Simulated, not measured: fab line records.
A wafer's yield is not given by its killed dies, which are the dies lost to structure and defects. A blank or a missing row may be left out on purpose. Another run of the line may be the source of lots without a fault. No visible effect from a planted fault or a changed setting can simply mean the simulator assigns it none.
A struck lot beside a sound one / flow rit cmos / 15 steps out of a route of 202
Sound: these wafers, L286.1, L286.4, L286.5. The struck wafers were L291.2, L291.5, L291.6. At the end, the cause is stated.
Each step with rows lists, per side, the tool, then ch with its chambers, then its first start. Under that, the readings that differ: sound wafers / struck wafers / difference of the means / sigmas: that difference in standard deviations of wafers without a fault.
alike: readings whose means differ by less than 2 such deviations, and words and numbers that are the same on both sides. not compared: withheld readings, readings that some wafer has no value for, bounds like >300 that may hide the same value, and numbers for which the record gives no deviation and whose values overlap.
The two part at a step that has a row with sigmas, a row that says differs or no value, or rows on one side only. Non-overlapping numbers with no deviation appear without sigmas and do not part them. A reading missing from all wafers of one side parts the sides only when that side holds two or more wafers.

RIT_SILICIDE_RTA_06: time 10 s, ramp up 5 s, ramp down 10 s.
  sound on rtp anneal-02 ch 0, day 4 15:58; struck on rtp anneal-01 ch 0, day 5 20:35
reading=wafer_temp_C_max; sound=752.3 751.6 752.3; struck=755.9 755.8 755.8; difference=+3.8; sigmas=+3
RIT_CONTACT_CVD_00: deposits SiO2 from TEOS, target thk 400 nm, time 61 s.
  sound on pecvd-04 ch 0,1, day 4 16:02; struck on pecvd-01 ch 1,2, day 5 20:38
  alike: heater power w, susceptor temp C
RIT_CONTACT_THK_MEAS_01:
  struck on film metro-02, day 5 20:42; sound on film metro-01, day 4 16:05
  alike: CONTACT_TEOS_THK
then, 6 steps without rows for these wafers: RIT_CONTACT_HMDS_02 (prime time 60 s); RIT_CONTACT_COAT_03 (resist thk 1000 nm); RIT_CONTACT_SOFTBAKE_04 (time 60 s); RIT_CONTACT_EXPOSE_05 (exposes mask M11, target cd 1000 nm); RIT_CONTACT_PEB_06; RIT_CONTACT_DEVELOP_07 (develop time 120 s).
RIT_CONTACT_CD_MEAS_08: target cd 1000 nm.
  struck on cd sem-01, day 5 21:44; sound on cd sem-01, day 4 17:22
  alike: cd nm
RIT_CONTACT_OVL_MEAS_09:
  struck on overlay-01, day 5 21:50; sound on overlay-02, day 4 17:29
  alike: CONTACT_OVL
then, 1 step without rows for these wafers: RIT_CONTACT_HARDBAKE_10 (time 60 s).
RIT_CONTACT_ETCH_11: etches SiO2 in CHF3/CF4/Ar, stops on TiSi2, target depth 480 nm, time 320 s.
  sound on rie diel-02 ch 0,1,2, day 4 17:40; struck on rie diel-02 ch 0,1,3, day 5 22:01
reading=rf fwd power W (W); sound=198.5 200.5 200.5; struck=166.8 167.9 168.3; difference=-32.2; sigmas=-55
reading=model.NOVOLAK_of_CONTACT_COAT_03.thk nm (nm); sound=769.8 771.2 768.4; struck=781.1 780.9 786.8; difference=+13.1; sigmas=
  alike: chamber pressure mTorr, drypump motor current A, oes product au, throttle valve pct
  not compared: rf hours counter h
RIT_CONTACT_STRIP_12: strips in O2, time 180 s.
  sound on plasma asher-04 ch 0,1, day 4 17:52; struck on plasma asher-04 ch 0,1, day 5 22:13
  alike: chamber pressure mTorr, drypump motor current A
  not compared: rf hours counter h
RIT_M1_PROBE_99:
  struck on prober-01, day 6 03:02; sound on prober-02, day 4 23:14
reading=model.etest.antenna contact.vt shift v (V); sound=-0.009717 -0.009737 -0.01818; struck=-0.002794 -0.003648 -0.003744; difference=+0.009149; sigmas=
  alike: killed at contacts, killed at front end, killed dies, killed open, killed short

## WHERE THEY PART
First at RIT_SILICIDE_RTA_06; last, within this record, at RIT_CONTACT_ETCH_11. Later steps at which nothing parts them and some readings are alike: RIT_CONTACT_STRIP_12, RIT_M1_PROBE_99.

WHY: the cause the simulator had injected
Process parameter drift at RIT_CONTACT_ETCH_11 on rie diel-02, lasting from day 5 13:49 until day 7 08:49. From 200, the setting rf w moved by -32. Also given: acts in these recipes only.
